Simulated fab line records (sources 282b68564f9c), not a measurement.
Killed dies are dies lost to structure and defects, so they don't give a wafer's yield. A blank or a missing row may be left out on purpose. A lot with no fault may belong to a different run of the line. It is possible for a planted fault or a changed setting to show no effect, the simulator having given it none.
fab line records    flow rit_cmos
record: lots: 6  wafers: 18  last_day: 7
route steps=202 shown SPACER@127 NSD@131 PSD@142 SDANNEAL@153 PLDD@159 M1@202
lots with no fault: from the same line, run without faults
start_h: hours from the record's first day to the start of the lot's first wafer shown    wait_h: time in hours since the lot's previous step    " identical to the entry in the row above    L1.1+2: one row covering several wafers at once    - no value, or no start was given    * or withheld: withheld    < > ~ a bound
route shown NAME@n: NAME is a module with steps in the file, n the number in the route of the first one    usual: mean/standard deviation taken from wafers without a fault    same: alike in all rows    chamber/n: place in a boat    sites: per-site readings    _std_site: how widely they spread, as a standard deviation    _edge_site: mean of outer sites minus mean of inner sites    radius_mm: how far each site lies from the wafer's centre    mask NAME#n: copy n    behind: the most recent tool/chamber to have shaped the wafer    hold: what put the lot on hold/how long, in hours/how the hold closed    device: names the non-switching transistor (n, p or np)    end of line: the same wafers' tests at the end of the route    a step without rows: its recipe alone    killed: not the wafer's yield, but the dies lost to structure and defects at the first sort    map: the dies of a wafer, with x for killed, . for not killed, _ for no die there
set.NAME: the setting as run; set.NAME@STEP: as run at that earlier step    model.NAME: the simulator's own value behind a step, which no gauge read
lots seen at some steps along the route; tables by step, rows by wafer
services: a tool's chamber out of use, with start hour (start_h, from the record's first day; less than 0 if before it), hours out, and reason
== steps ==
step: RIT_SPACER_CLEAN_02
recipe: chemistry: SC2  mix: 3:3:50  time_s: 600  temp_c: 75  dry: n2_spin
step: RIT_SPACER_CVD_03
recipe: material: Si3N4  target_thk_nm: 250  temp_c: 810  precursor: SiH2Cl2/NH3  time_s: 3300  pressure_mtorr: 300  sih2cl2_flow_sccm: 60  nh3_flow_sccm: 150
step: RIT_SPACER_THK_MEAS_04
recipe: reads: Si3N4_of_SPACER_CVD_03
usual: SPACER_NITRIDE_THK: 251.0/2.4
lot.wafer  tool           chamber  start_h  wait_h  SPACER_NITRIDE_THK[nm]
L449.1     film_metro-01  -        55.45    0.0     249.4
L449.4     "              -        "        "       250.3
L449.6     "              -        "        "       249.3
L453.1     film_metro-02  -        75.47    0.0     251.3
L453.4     "              -        "        "       251.8
L453.6     "              -        "        "       251.3
L458.2     film_metro-02  -        103.24   0.0     252.2
L458.4     "              -        "        "       250.1
L458.6     "              -        "        "       251.2
L467.1     film_metro-01  -        143.38   0.0     253.4
L467.3     "              -        "        "       254.5
L467.6     "              -        "        "       255.1
L469.3     film_metro-04  -        154.38   0.0     250.5
L469.4     "              -        "        "       250.2
L469.6     "              -        "        "       252.0
L471.2     film_metro-01  -        165.45   0.0     252.3
L471.3     "              -        "        "       253.4
L471.4     "              -        "        "       250.8
step: RIT_SPACER_ETCHBACK_05
recipe: target_depth_a: 2500  SF6_flow_sccm: 30  CHF3_flow_sccm: 30  target: Si3N4  chemistry: SF6/CHF3  pressure_mtorr: 40  rf_w: 250  time_s: 240  stop_on: SiO2
usual: drypump_motor_current_A: 5.6/0.58  oes_product_au: 0.846/0.012  throttle_valve_pct: 10.32/0.15
lot.wafer  tool         chamber  start_h  wait_h  drypump_motor_current_A  oes_product_au  rf_hours_counter_h  throttle_valve_pct
L449.1     rie_diel-03  0        55.51    0.1     6.0                      0.831           43                  10.36
L449.4     "            1        "        "       5.3                      0.848           19                  10.48
L449.6     "            3        "        "       6.1                      0.843           -                   10.06
L453.1     rie_diel-03  0        75.53    0.1     6.0                      0.841           43                  10.35
L453.4     "            1        "        "       5.3                      0.857           19                  10.49
L453.6     "            2        "        "       5.6                      0.850           -                   10.27
L458.2     rie_diel-01  2        103.29   0.0     5.7                      0.858           7                   10.11
L458.4     "            1        "        "       5.2                      0.846           -                   10.21
L458.6     "            2        "        "       5.7                      0.848           -                   10.12
L467.1     rie_diel-04  1        143.44   0.1     4.8                      0.830           71                  10.26
L467.3     "            2        "        "       5.3                      0.865           131                 10.48
L467.6     "            2        "        "       5.3                      0.868           -                   10.46
L469.3     rie_diel-03  1        154.42   0.0     5.3                      0.846           21                  10.48
L469.4     "            3        "        "       6.1                      0.866           -                   10.05
L469.6     "            1        "        "       5.3                      0.857           -                   10.47
L471.2     rie_diel-03  1        165.50   0.0     5.3                      0.847           21                  10.49
L471.3     "            2        "        "       5.6                      0.860           5                   10.27
L471.4     "            3        "        "       6.1                      0.866           1                   10.04
step: RIT_NSD_HMDS_00
recipe: prime_time_s: 60  prime_temp_c: 140
step: RIT_NSD_COAT_01
recipe: resist: NOVOLAK  spin_rpm: 3250  resist_thk_nm: 1000
step: RIT_NSD_SOFTBAKE_02
recipe: resist: NOVOLAK  temp_c: 90  time_s: 60
step: RIT_NSD_EXPOSE_03
recipe: mask_id: M9  na: 0.57  target_cd_nm: 40700  dose_mj: 250
step: RIT_NSD_PEB_04
recipe: resist: NOVOLAK  temp_c: withheld  time_s: withheld
step: RIT_NSD_DEVELOP_05
recipe: resist: NOVOLAK  develop_time_s: 50  dev_temp_c: 23
step: RIT_NSD_OVL_MEAS_06
usual: NSD_OVL: 0.1/1.3
lot.wafer  tool        chamber  start_h  wait_h  NSD_OVL[nm]
L449.1     overlay-02  -        56.51    -       1.0
L449.4     "           -        "        "       1.5
L449.6     "           -        "        "       1.4
L453.1     overlay-01  -        76.53    -       0.9
L453.4     "           -        "        "       0.5
L453.6     "           -        "        "       2.8
L458.2     overlay-01  -        104.30   -       -0.7
L458.4     "           -        "        "       -0.6
L458.6     "           -        "        "       1.3
L467.1     overlay-01  -        144.44   -       0.2
L467.3     "           -        "        "       -0.4
L467.6     "           -        "        "       -0.8
L469.3     overlay-01  -        155.55   -       1.7
L469.4     "           -        "        "       1.4
L469.6     "           -        "        "       0.8
L471.2     overlay-02  -        166.64   -       -0.2
L471.3     "           -        "        "       -0.9
L471.4     "           -        "        "       -1.0
step: RIT_NSD_HARDBAKE_07
recipe: resist: NOVOLAK  temp_c: 140  time_s: 60
step: RIT_NSD_IMPLANT_08
recipe: species: P  energy_kev: 25  dose_cm2: 1e+15  tilt_deg: 7
usual: beam_on_s: 9.98/0.19  faraday_current_uA: 3141/59
lot.wafer  tool          chamber  start_h  wait_h  beam_on_s  faraday_current_uA
L449.1     implanter-01  0        56.69    0.1     9.96       3162
L449.4     "             0        "        "       9.83       3183
L449.6     "             0        "        "       10.11      3103
L453.1     implanter-02  0        76.72    0.1     9.94       3156
L453.4     "             0        "        "       9.86       3181
L453.6     "             0        "        "       10.08      3099
L458.2     implanter-02  0        104.50   0.1     10.19      3081
L458.4     "             0        "        "       9.80       3200
L458.6     "             0        "        "       10.09      3096
L467.1     implanter-01  0        144.63   0.1     13.91      2257
L467.3     "             0        "        "       13.92      2247
L467.6     "             0        "        "       13.79      2274
L469.3     implanter-01  0        155.78   0.1     14.24      2207
L469.4     "             0        "        "       13.74      2289
L469.6     "             0        "        "       14.48      2183
L471.2     implanter-03  0        166.84   0.1     10.12      3105
L471.3     "             0        "        "       10.02      3123
L471.4     "             0        "        "       9.98       3140
step: RIT_NSD_STRIP_09
recipe: chemistry: O2  time_s: 180  resist: NOVOLAK  platen_temp_c: withheld  power_w: 500  pressure_mtorr: 4000  o2_flow_sccm: 4000
usual: drypump_motor_current_A: 5.7/0.48
lot.wafer  tool             chamber  start_h  wait_h  drypump_motor_current_A  rf_hours_counter_h
L449.1     plasma_asher-02  0        56.84    0.1     5.8                      43
L449.4     "                1        "        "       5.9                      -
L449.6     "                0        "        "       5.8                      -
L453.1     plasma_asher-02  1        76.87    0.1     5.9                      45
L453.4     "                0        "        "       5.9                      -
L453.6     "                0        "        "       5.9                      -
L458.2     plasma_asher-03  1        104.63   0.1     5.2                      44
L458.4     "                1        "        "       5.2                      -
L458.6     "                0        "        "       5.5                      -
L467.1     plasma_asher-03  1        144.78   0.1     5.2                      49
L467.3     "                1        "        "       5.2                      -
L467.6     "                0        "        "       5.6                      -
L469.3     plasma_asher-02  0        155.94   0.1     5.9                      -
L469.4     "                1        "        "       5.9                      -
L469.6     "                0        "        "       5.8                      -
L471.2     plasma_asher-01  1        166.97   0.1     6.6                      37
L471.3     "                1        "        "       6.5                      -
L471.4     "                0        "        "       4.9                      -
step: RIT_NSD_TW_MEAS_10
usual: NSD_TW: 3103/32
lot.wafer  tool           chamber  start_h  wait_h  NSD_TW
L449.1     film_metro-04  -        57.02    0.1     3103
L449.4     "              -        "        "       3104
L449.6     "              -        "        "       3092
L453.1     film_metro-03  -        77.04    0.1     3071
L453.4     "              -        "        "       3084
L453.6     "              -        "        "       3065
L458.2     film_metro-03  -        104.81   0.1     3080
L458.4     "              -        "        "       3072
L458.6     "              -        "        "       3099
L467.1     film_metro-02  -        144.95   0.1     3380
L467.3     "              -        "        "       3376
L467.6     "              -        "        "       3370
L469.3     film_metro-02  -        156.07   0.1     3358
L469.4     "              -        "        "       3361
L469.6     "              -        "        "       3368
L471.2     film_metro-02  -        167.15   0.1     3138
L471.3     "              -        "        "       3149
L471.4     "              -        "        "       3160
step: RIT_PSD_HMDS_00
recipe: prime_time_s: 60  prime_temp_c: 140
step: RIT_PSD_COAT_01
recipe: resist: NOVOLAK  spin_rpm: 3250  resist_thk_nm: 1000
step: RIT_PSD_SOFTBAKE_02
recipe: resist: NOVOLAK  temp_c: 90  time_s: 60
step: RIT_PSD_EXPOSE_03
recipe: mask_id: M10  na: 0.57  target_cd_nm: 40900  dose_mj: 250
step: RIT_PSD_PEB_04
recipe: resist: NOVOLAK  temp_c: withheld  time_s: withheld
step: RIT_PSD_DEVELOP_05
recipe: resist: NOVOLAK  develop_time_s: 50  dev_temp_c: 23
step: RIT_PSD_OVL_MEAS_06
usual: PSD_OVL: 0.7/1.5
lot.wafer  tool        chamber  start_h  wait_h  PSD_OVL[nm]
L449.1     overlay-01  -        57.93    -       0.7
L449.4     "           -        "        "       -1.3
L449.6     "           -        "        "       -0.9
L453.1     overlay-01  -        78.08    -       2.3
L453.4     "           -        "        "       1.9
L453.6     "           -        "        "       2.2
L458.2     overlay-01  -        105.85   -       -0.7
L458.4     "           -        "        "       -1.2
L458.6     "           -        "        "       -1.7
L467.1     overlay-01  -        145.86   -       0.1
L467.3     "           -        "        "       0.7
L467.6     "           -        "        "       1.6
L469.3     overlay-01  -        156.97   -       3.4
L469.4     "           -        "        "       1.4
L469.6     "           -        "        "       1.6
L471.2     overlay-02  -        168.18   -       0.9
L471.3     "           -        "        "       0.9
L471.4     "           -        "        "       2.2
step: RIT_PSD_HARDBAKE_07
recipe: resist: NOVOLAK  temp_c: 140  time_s: 60
step: RIT_PSD_IMPLANT_08
recipe: species: BF2  energy_kev: 27  dose_cm2: 5e+15  tilt_deg: 7
step: RIT_PSD_STRIP_09
recipe: chemistry: O2  time_s: 180  resist: NOVOLAK  platen_temp_c: withheld  power_w: 500  pressure_mtorr: 4000  o2_flow_sccm: 4000
usual: drypump_motor_current_A: 5.9/0.53
lot.wafer  tool             chamber  start_h  wait_h  drypump_motor_current_A  rf_hours_counter_h
L449.1     plasma_asher-04  0        58.26    0.1     5.8                      41
L449.4     "                1        "        "       6.2                      -
L449.6     "                1        "        "       6.2                      -
L453.1     plasma_asher-01  1        78.41    0.1     6.6                      30
L453.4     "                1        "        "       6.6                      -
L453.6     "                0        "        "       4.9                      -
L458.2     plasma_asher-02  1        106.18   0.1     5.9                      48
L458.4     "                1        "        "       5.9                      -
L458.6     "                1        "        "       5.9                      -
L467.1     plasma_asher-04  0        146.35   0.2     5.8                      3
L467.3     "                0        "        "       5.8                      -
L467.6     "                1        "        "       6.2                      -
L469.3     plasma_asher-02  0        157.36   0.1     5.9                      -
L469.4     "                1        "        "       5.9                      -
L469.6     "                1        "        "       5.9                      -
L471.2     plasma_asher-01  1        168.51   0.1     6.6                      37
L471.3     "                1        "        "       6.6                      -
L471.4     "                0        "        "       4.9                      -
step: RIT_PSD_TW_MEAS_10
usual: PSD_TW: 3423/26
lot.wafer  tool           chamber  start_h  wait_h  PSD_TW
L449.1     film_metro-03  -        58.44    0.1     3381
L449.4     "              -        "        "       3388
L449.6     "              -        "        "       3378
L453.1     film_metro-02  -        78.59    0.1     3421
L453.4     "              -        "        "       3457
L453.6     "              -        "        "       3432
L458.2     film_metro-03  -        106.36   0.1     3387
L458.4     "              -        "        "       3378
L458.6     "              -        "        "       3391
L467.1     film_metro-04  -        146.53   0.1     3424
L467.3     "              -        "        "       3438
L467.6     "              -        "        "       3428
L469.3     film_metro-03  -        157.49   0.1     3358
L469.4     "              -        "        "       3390
L469.6     "              -        "        "       3382
L471.2     film_metro-02  -        168.70   0.1     3443
L471.3     "              -        "        "       3433
L471.4     "              -        "        "       3419
step: RIT_SDANNEAL_CLEAN_00
recipe: chemistry: SC1  mix: 3:3:50  time_s: 600  temp_c: 75
step: RIT_SDANNEAL_CLEAN_01
recipe: chemistry: dHF  dilution: 50:1  time_s: 30
step: RIT_SDANNEAL_CLEAN_02
recipe: chemistry: SC2  mix: 3:3:50  time_s: 600  temp_c: 75  dry: n2_spin
step: RIT_SDANNEAL_RTA_03
recipe: temp_c: 1050  time_s: 5  idle_temp_c: 600  ramp_up_c_per_s: 342  ramp_down_c_per_s: 171  cool_to_c: 600  ambient: N2
usual: wafer_temp_C_max: 1053.5/1.2
lot.wafer  tool           chamber  start_h  wait_h  wafer_temp_C_max
L449.1     rtp_anneal-02  0        58.87    0.0     1054.3
L449.4     "              0        "        "       1051.7
L449.6     "              0        "        "       1054.5
L453.1     rtp_anneal-02  0        79.02    0.0     1055.6
L453.4     "              0        "        "       1053.3
L453.6     "              0        "        "       1054.2
L458.2     rtp_anneal-01  0        106.79   0.0     1052.6
L458.4     "              0        "        "       1051.7
L458.6     "              0        "        "       1055.5
L467.1     rtp_anneal-02  0        147.02   0.0     1052.2
L467.3     "              0        "        "       1052.9
L467.6     "              0        "        "       1052.6
L469.3     rtp_anneal-02  0        157.94   0.0     1052.8
L469.4     "              0        "        "       1051.6
L469.6     "              0        "        "       1053.9
L471.2     rtp_anneal-02  0        169.14   0.0     1054.3
L471.3     "              0        "        "       1054.1
L471.4     "              0        "        "       1054.4
step: RIT_SDANNEAL_RS_MEAS_04
recipe: thk_meas_gauge: four-point-probe
usual: PSD_RS: 115.7/0.36
lot.wafer  tool           chamber  start_h  wait_h  PSD_RS[ohm/sq]
L449.1     film_metro-03  -        58.92    0.0     115.4
L449.4     "              -        "        "       116.1
L449.6     "              -        "        "       115.3
L453.1     film_metro-04  -        79.07    0.0     115.6
L453.4     "              -        "        "       115.6
L453.6     "              -        "        "       115.5
L458.2     film_metro-03  -        106.86   0.1     116.4
L458.4     "              -        "        "       116.1
L458.6     "              -        "        "       116.2
L467.1     film_metro-02  -        147.08   0.0     115.5
L467.3     "              -        "        "       115.6
L467.6     "              -        "        "       115.2
L469.3     film_metro-03  -        158.01   0.1     115.2
L469.4     "              -        "        "       115.5
L469.6     "              -        "        "       115.0
L471.2     film_metro-03  -        169.21   0.1     116.2
L471.3     "              -        "        "       116.3
L471.4     "              -        "        "       116.1
step: RIT_SDANNEAL_RS_MEAS_05
recipe: thk_meas_gauge: four-point-probe
usual: NSD_RS: 84.49/0.26
lot.wafer  tool           chamber  start_h  wait_h  NSD_RS[ohm/sq]
L449.1     film_metro-03  -        59.04    0.1     84.53
L449.4     "              -        "        "       84.61
L449.6     "              -        "        "       84.59
L453.1     film_metro-04  -        79.19    0.1     84.64
L453.4     "              -        "        "       84.66
L453.6     "              -        "        "       84.65
L458.2     film_metro-03  -        106.98   0.1     84.61
L458.4     "              -        "        "       84.51
L458.6     "              -        "        "       84.49
L467.1     film_metro-02  -        147.20   0.1     64.14
L467.3     "              -        "        "       64.30
L467.6     "              -        "        "       64.20
L469.3     film_metro-03  -        158.13   0.1     64.50
L469.4     "              -        "        "       64.45
L469.6     "              -        "        "       64.47
L471.2     film_metro-03  -        169.33   0.1     84.09
L471.3     "              -        "        "       84.20
L471.4     "              -        "        "       84.46
step: RIT_SDANNEAL_RS_MEAS_06
recipe: thk_meas_gauge: four-point-probe
usual: PLDD_RS: 178.4/0.57
lot.wafer  tool           chamber  start_h  wait_h  PLDD_RS[ohm/sq]
L449.1     film_metro-03  -        59.16    0.1     178.0
L449.4     "              -        "        "       177.6
L449.6     "              -        "        "       177.6
L453.1     film_metro-04  -        79.31    0.1     177.9
L453.4     "              -        "        "       177.9
L453.6     "              -        "        "       177.6
L458.2     film_metro-03  -        107.10   0.1     179.6
L458.4     "              -        "        "       178.4
L458.6     "              -        "        "       178.4
L467.1     film_metro-02  -        147.32   0.1     177.7
L467.3     "              -        "        "       177.9
L467.6     "              -        "        "       178.0
L469.3     film_metro-03  -        158.25   0.1     178.8
L469.4     "              -        "        "       178.1
L469.6     "              -        "        "       178.2
L471.2     film_metro-03  -        169.45   0.1     178.8
L471.3     "              -        "        "       177.9
L471.4     "              -        "        "       178.6
step: RIT_M1_PROBE_99
usual: killed_at_contacts: 0.1/0.3  killed_at_front_end: 6.9/2.9  killed_dies: 7.0/2.9  killed_open: 3.3/2  killed_short: 3.7/2
same: gross_dies: 264  killed_at_M0_to_M3: 0  killed_at_M4_up: 0  killed_at_back_side: 0  killed_at_other: 0
lot.wafer  tool       chamber  start_h  wait_h  killed_at_contacts  killed_at_front_end  killed_dies  killed_open  killed_short  model.etest.nmos_0p3.r_on_ohm_um  model.etest.nmos_0p15.r_on_ohm_um  model.etest.nmos_0p15.drive_ua_um  model.etest.nmos_narrow.drive_ua_um  model.etest.contact_nplus.end_ohm_um  model.etest.nmos_0p3.drive_ua_um  model.etest.npoly_line.rs_ohm_sq  model.etest.nmos_0p15.tox_inv_nm
L449.1     prober-02  -        66.79    0.1     0                   3                    3            1            2             2166                              1138                               465.2                              223                                  41.15                                 226                               16.83                             4.584
L449.4     prober-02  -        66.94    0.2     0                   9                    9            3            6             2185                              1160                               455.6                              219.4                                41.45                                 226.1                             16.82                             4.533
L449.6     prober-02  -        67.04    0.2     0                   5                    5            3            2             2135                              1104                               464.2                              222.2                                42.05                                 227.1                             16.96                             4.531
L453.1     prober-02  -        86.31    0.1     0                   7                    7            3            4             2128                              1108                               474.1                              226.3                                40.6                                  229.9                             17.11                             4.473
L453.4     prober-02  -        86.46    0.2     0                   7                    7            6            1             2146                              1140                               463.1                              223.1                                40.85                                 225.7                             17.18                             4.468
L453.6     prober-02  -        86.56    0.2     0                   4                    4            1            3             2144                              1117                               481.8                              225.6                                41.03                                 229.9                             17.22                             4.461
L458.2     prober-02  -        114.57   0.1     0                   15                   15           7            8             2248                              1197                               443.7                              214.2                                41.65                                 216.3                             17.18                             4.545
L458.4     prober-02  -        114.67   0.2     0                   13                   13           5            8             2244                              1160                               450.6                              212.7                                42.41                                 214.4                             17.28                             4.571
L458.6     prober-02  -        114.77   0.2     0                   9                    9            4            5             2251                              1175                               446.8                              214.1                                44.66                                 212.8                             17.03                             4.533
L467.1     prober-01  -        154.54   0.1     1                   6                    7            3            4             2024                              1075                               481                                244.6                                25.37                                 246.6                             16.58                             4.187
L467.3     prober-01  -        154.64   0.2     0                   7                    7            3            4             2029                              1070                               485.3                              240.8                                25.13                                 246.1                             16.74                             4.18
L467.6     prober-01  -        154.79   0.2     1                   4                    5            2            3             2038                              1082                               482                                241                                  25.57                                 242.2                             16.53                             4.186
L469.3     prober-02  -        166.04   0.2     0                   5                    5            3            2             1995                              1031                               503.8                              253.9                                26.69                                 247.9                             16.55                             4.181
L469.4     prober-02  -        166.09   0.2     2                   9                    11           3            8             1902                              951.9                              529.4                              267                                  25.94                                 256.5                             16.59                             4.199
L469.6     prober-02  -        166.19   0.2     0                   7                    7            1            6             1962                              1015                               509.1                              257.7                                26.49                                 249.5                             16.64                             4.202
L471.2     prober-02  -        176.60   0.1     1                   6                    7            6            1             2148                              1095                               493.7                              226.1                                41.44                                 228.2                             16.98                             4.461
L471.3     prober-02  -        176.65   0.2     0                   9                    9            6            3             2152                              1100                               483.2                              233.3                                42.99                                 231.4                             16.85                             4.456
L471.4     prober-02  -        176.70   0.2     0                   5                    5            3            2             2132                              1068                               478.7                              227.2                                41.61                                 225.9                             16.99                             4.577
killed by level:class
L449.1 REOX:geometric_particle:open=1 SPACER:geometric_particle:short=1 SILICIDE:geometric_particle:short=1
L449.4 GATE:geometric_particle:short=2 GATE:geometric_particle:open=2 REOX:geometric_particle:short=2 FOX1:geometric_particle:short=1 FOX2:geometric_particle:open=1 SILICIDE:geometric_particle:short=1
L449.6 GATE:geometric_particle:short=2 SPACER:geometric_particle:open=2 GATE:geometric_particle:open=1
L453.1 GATE:geometric_particle:short=3 SPACER:geometric_particle:open=2 FOX1:geometric_particle:open=1 SILICIDE:geometric_particle:short=1
L453.4 GATE:geometric_particle:open=4 FOX1:geometric_particle:open=1 GATE:geometric_particle:short=1 REOX:geometric_particle:open=1
L453.6 FOX2:geometric_particle:short=1 GATE:geometric_particle:short=1 REOX:geometric_particle:short=1 SPACER:geometric_particle:open=1
L458.2 GATE:geometric_particle:open=4 SPACER:geometric_particle:short=3 FOX1:geometric_particle:short=2 SPACER:geometric_particle:open=2 GATE:geometric_particle:short=1 SILICIDE:geometric_particle:short=1 STARTING-WAFER:geometric_particle:open=1 STARTING-WAFER:geometric_particle:short=1
L458.4 GATE:geometric_particle:short=4 GATE:geometric_particle:open=3 SPACER:geometric_particle:short=2 FOX1:geometric_particle:open=1 FOX2:geometric_particle:open=1 REOX:geometric_particle:short=1 SILICIDE:geometric_particle:short=1
L458.6 FOX1:geometric_particle:short=3 SPACER:geometric_particle:open=2 FOX1:geometric_particle:open=1 GATE:geometric_particle:short=1 GATE:geometric_particle:open=1 SPACER:geometric_particle:short=1
L467.1 GATE:geometric_particle:short=2 SPACER:geometric_particle:open=2 FOX1:geometric_particle:short=1 GATE:geometric_particle:open=1 CONTACT:geometric_particle:short=1
L467.3 GATE:geometric_particle:short=3 FOX1:geometric_particle:short=1 GATE:geometric_particle:open=1 SPACER:geometric_particle:open=1 SILICIDE:geometric_particle:open=1
L467.6 GATE:geometric_particle:open=2 GATE:geometric_particle:short=2 CONTACT:geometric_particle:short=1
L469.3 GATE:geometric_particle:open=3 GATE:geometric_particle:short=1 SPACER:geometric_particle:short=1
L469.4 SPACER:geometric_particle:short=3 GATE:geometric_particle:short=2 GATE:geometric_particle:open=2 CONTACT:geometric_particle:short=2 REOX:geometric_particle:short=1 SPACER:geometric_particle:open=1
L469.6 GATE:geometric_particle:short=4 SPACER:geometric_particle:short=2 SPACER:geometric_particle:open=1
L471.2 GATE:geometric_particle:open=3 SPACER:geometric_particle:open=1 SILICIDE:geometric_particle:short=1 SILICIDE:geometric_particle:open=1 CONTACT:geometric_particle:open=1
L471.3 REOX:geometric_particle:open=3 GATE:geometric_particle:open=2 REOX:geometric_particle:short=2 FOX2:geometric_particle:short=1 SPACER:geometric_particle:open=1
L471.4 GATE:geometric_particle:open=2 SPACER:geometric_particle:short=2 REOX:geometric_particle:open=1
== services ==
tool             chamber  start_h  hours  kind
plasma_asher-03  -        31.62    2.8    pm
plasma_asher-04  -        43.96    1.8    repair
plasma_asher-02  -        46.64    0.4    repair
implanter-02     -        55.73    3.2    repair
rie_diel-01      -        57.16    2.8    pm
plasma_asher-01  -        78.99    1.2    repair
rie_diel-03      3        90.54    -      clean
rie_diel-03      3        90.54    23.7   scheduled_down
rie_diel-03      -        94.00    14.6   pm
plasma_asher-04  -        100.62   2.8    pm
plasma_asher-01  -        101.44   14.6   pm
plasma_asher-02  -        103.31   2.4    repair
plasma_asher-04  -        108.75   9.0    pm
plasma_asher-04  -        126.64   2.2    repair
rie_diel-04      3        126.81   10.0   repair
implanter-03     -        127.58   5.4    pm
rie_diel-01      3        134.77   19.6   repair
rtp_anneal-02    -        144.59   0.8    pm
rie_diel-01      2        146.90   9.8    repair
rie_diel-03      2        153.87   3.2    repair
implanter-02     -        153.94   5.0    repair
plasma_asher-04  -        166.23   7.6    repair
plasma_asher-03  -        166.43   3.4    repair
rie_diel-03      1        168.19   4.3    repair
== key ==
first_sign: step: RIT_NSD_IMPLANT_08  reading: beam_on_s  direction: up  sigmas: 21  usual: 9.98  struck: 14.01
effect: step: RIT_NSD_IMPLANT_08  reading: faraday_current_uA  direction: down  sigmas: 15  usual: 3141  struck: 2243
effect: step: RIT_NSD_TW_MEAS_10  reading: NSD_TW  direction: up  sigmas: 8.4  usual: 3103  struck: 3369
effect: step: RIT_SDANNEAL_RS_MEAS_05  reading: NSD_RS  direction: down  sigmas: 77  usual: 84.49  struck: 64.34
model_effect: step: RIT_M1_PROBE_99  value: etest.nmos_0p3.r_on_ohm_um  without: 2118  struck: 1992
met_at RIT_NSD_IMPLANT_08
struck_wafers L467.1,L467.3,L467.6,L469.3,L469.4,L469.6
tester_left_out L467,L469
onset_between 56.69 144.63
fault: kind: process_parameter_drift  tool: implanter-01  chamber: -  onset_h: 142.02  steps: RIT_NSD_IMPLANT_08  channel: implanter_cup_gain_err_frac  offset: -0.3  shape: step  end_h: 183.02
tester_left_out: of these lots the tester's yield and bins aren't shown, on N5 and GAA mostly nor the transistor test; their killed dies are dies lost to structure and defects alone, not to doping, threshold or leakage, so they don't give the yield
